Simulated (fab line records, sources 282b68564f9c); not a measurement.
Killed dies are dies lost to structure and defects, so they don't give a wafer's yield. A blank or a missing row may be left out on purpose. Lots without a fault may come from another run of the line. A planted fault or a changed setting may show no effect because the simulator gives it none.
Which tool did it? | flow rit_cmos | 12 lots, 36 wafers sampled, at 1 step of a route of 202

WHAT THE GAUGES READ, wafer by wafer
The record holds no reading of a measuring or inspecting step that can be judged against a usual standard deviation.

WHICH TOOL RAN EACH LOT (tool, then ch and the chambers of the sampled wafers, then the start)
lot  | RIT_GATE_SOFTBAKE_12
L942 | litho_track-02 ch 0, day 2 13:35
L943 | litho_track-02 ch 0, day 2 17:38
L944 | litho_track-01 ch 0, day 3 04:33
L945 | litho_track-04 ch 0, day 3 07:02
L946 | litho_track-01 ch 0, day 3 15:20
L954 | litho_track-04 ch 0, day 5 04:44
L957 | litho_track-04 ch 0, day 6 00:17
L960 | litho_track-02 ch 0, day 6 19:06
L961 | litho_track-02 ch 0, day 7 03:31
L962 | litho_track-02 ch 0, day 7 12:11
L964 | litho_track-04 ch 0, day 8 00:59
L965 | litho_track-01 ch 0, day 8 01:02
- RIT_GATE_SOFTBAKE_12: time 60 s.

WHAT THE TOOLS THEMSELVES READ (means of the sampled wafers that have a number; where no wafer has one, the mark that the record gives instead)
RIT_GATE_SOFTBAKE_12. Usual: heater_power_total_W 34.56 W, standard deviation 0.049; run_length_s 89.24 s, standard deviation 0.15.
lot  | tool           | heater_power_total_W (W) | run_length_s (s) | flag
L942 | litho_track-02 | 34.52                    | 89.19            |
L943 | litho_track-02 | 34.55                    | 89.34            |
L944 | litho_track-01 | 34.54                    | 89.28            |
L945 | litho_track-04 | 34.56                    | 89.08            |
L946 | litho_track-01 | 34.59                    | 89.35            |
L954 | litho_track-04 | 47.05                    | 48.03            | OFF
L957 | litho_track-04 | 46.95                    | 48.18            | OFF
L960 | litho_track-02 | 34.56                    | 89.29            |
L961 | litho_track-02 | 34.56                    | 89.27            |
L962 | litho_track-02 | 34.59                    | 89.44            |
L964 | litho_track-04 | 34.60                    | 89.07            |
L965 | litho_track-01 | 34.52                    | 89.38            |

THE ANSWER, worked out from the rows above alone
Rule: a lot is off if the mean of its wafers that have a number lies more than 3 standard deviations from the usual mean. A lot without any number at a reading at which 4 lots or more have one is off too. The other lots that the step has rows for count as sound. The gauges are gone through in route order, then the tools' own readings, and for those a lot's mean is taken as printed above. The first step at which some lot is off is used, and at that step the reading that is off furthest; a lot without a number counts as furthest.
Off: L954, L957, at RIT_GATE_SOFTBAKE_12 (run_length_s).
A tool fits if, at that step or a process step before it, it ran every lot that is off, and no sound lot after the first of them. None of those tried fits.

WHAT THE SIMULATOR HAD PUT IN
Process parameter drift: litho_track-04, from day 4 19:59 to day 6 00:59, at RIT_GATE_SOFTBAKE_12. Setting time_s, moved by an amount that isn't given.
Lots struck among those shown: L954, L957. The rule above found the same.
